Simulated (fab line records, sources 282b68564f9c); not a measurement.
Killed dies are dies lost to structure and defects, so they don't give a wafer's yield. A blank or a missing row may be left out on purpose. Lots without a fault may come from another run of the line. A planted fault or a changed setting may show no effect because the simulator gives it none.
Which tool did it? | flow rit_cmos | 10 lots, 30 wafers sampled, at 1 step of a route of 202

WHAT THE GAUGES READ, wafer by wafer
RIT_GATE_CD_MEAS_16: target cd 150 nm.
lot  | measured    | on        | cd_nm (nm)
L512 | day 2 14:43 | cd_sem-02 | 147.1 149.2 146.8
L513 | day 2 16:55 | cd_sem-01 | 150.6 151.3 147.2
L514 | day 2 22:49 | cd_sem-02 | 151.0 148.6 150.2
L515 | day 3 05:29 | cd_sem-01 | 146.0 149.7 148.7
L516 | day 3 08:55 | cd_sem-02 | 149.0 146.2 148.8
L517 | day 3 15:31 | cd_sem-01 | 148.1 151.0 149.7
L521 | day 4 09:53 | cd_sem-02 | 153.5 151.1 153.2
L522 | day 4 16:58 | cd_sem-01 | 148.5 145.9 147.4
L523 | day 4 19:42 | cd_sem-01 | 151.2 150.2 151.9
L524 | day 5 01:08 | cd_sem-02 | 149.0 150.0 147.5

WHICH TOOL RAN EACH LOT (tool, then ch and the chambers of the sampled wafers, then the start)
The record holds no process step before these readings.

THE ANSWER, worked out from the rows above alone
Rule: what is usual is taken from the lots themselves. Put in order of their means at a reading, lots are off if they are a third of the lots or fewer, leave a main group of 4 or more, and stand apart from it by a gap of 3 or more times the standard deviation of the main group's means; of several such gaps the widest counts. A main group whose means are all the same, to the digits that the tables above print for the reading, isn't used. A lot without any number at a reading at which 4 lots or more have one is off too. The other lots that the step has rows for count as sound.
No lot is off at any reading shown: from this, nothing can be told.

WHAT THE SIMULATOR HAD PUT IN
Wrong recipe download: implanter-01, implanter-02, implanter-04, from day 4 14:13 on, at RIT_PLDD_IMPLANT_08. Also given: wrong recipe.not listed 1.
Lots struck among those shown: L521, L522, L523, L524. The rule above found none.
